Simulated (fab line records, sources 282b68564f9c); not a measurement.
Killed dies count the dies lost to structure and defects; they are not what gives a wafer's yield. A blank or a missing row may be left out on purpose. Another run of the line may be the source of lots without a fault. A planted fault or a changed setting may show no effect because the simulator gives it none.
Chamber matching + flow rit cmos + rie si-02 running RIT_GATE_ETCH_19: 4 sister chambers
The step etches poly-Si in SF6/CHF3/O2, stops on SiO2, time 165 s, target depth 312.5 nm. 4 wafers are shown with their chamber, then 8 later ones without.

## WAFERS PAIRED WITH THEIR CHAMBERS
| wafer  | chamber | drypump motor current A (A) |
|--------|---------|-----------------------------|
| L525.5 | 0       | 5.80                        |
| L539.1 | 3       | 5.35                        |
| L539.4 | 2       | 5.39                        |
| L541.1 | 1       | 5.55                        |

## WAFERS WITHOUT THEIR CHAMBER
| wafer  | drypump motor current A (A) |
|--------|-----------------------------|
| L541.2 | 5.40                        |
| L541.4 | 5.41                        |
| L543.2 | 5.33                        |
| L543.4 | 5.40                        |
| L543.5 | 5.79                        |
| L545.1 | 5.40                        |
| L545.4 | 5.56                        |
| L545.6 | 5.39                        |

## WHICH CHAMBER EACH WENT THROUGH
| wafer  | from the rows above | in truth |
|--------|---------------------|----------|
| L541.2 | 2                   | 2        |
| L541.4 | 2                   | 2        |
| L543.2 | 3                   | 3        |
| L543.4 | 2                   | 2        |
| L543.5 | 0                   | 0        |
| L545.1 | 2                   | 2        |
| L545.4 | 1                   | 1        |
| L545.6 | 2                   | 2        |
Correct placement for 8 of the 8. From these rows, 0 cannot be placed. 0 placed wrongly.
How it was worked out, from the rows above alone: a wafer's distance from a chamber is the root of the sum, over the readings, of the square of ((its reading less the chamber's mean) divided by the reading's scatter). If the next closest chamber is less than 2 further off than the closest, the wafer can't be placed; otherwise it belongs to the closest. A chamber's mean is the mean of its shown wafers. The scatter (one wafer shown for each chamber): square how far every hidden wafer sits from the nearest shown wafer, average those squares and take the square root.
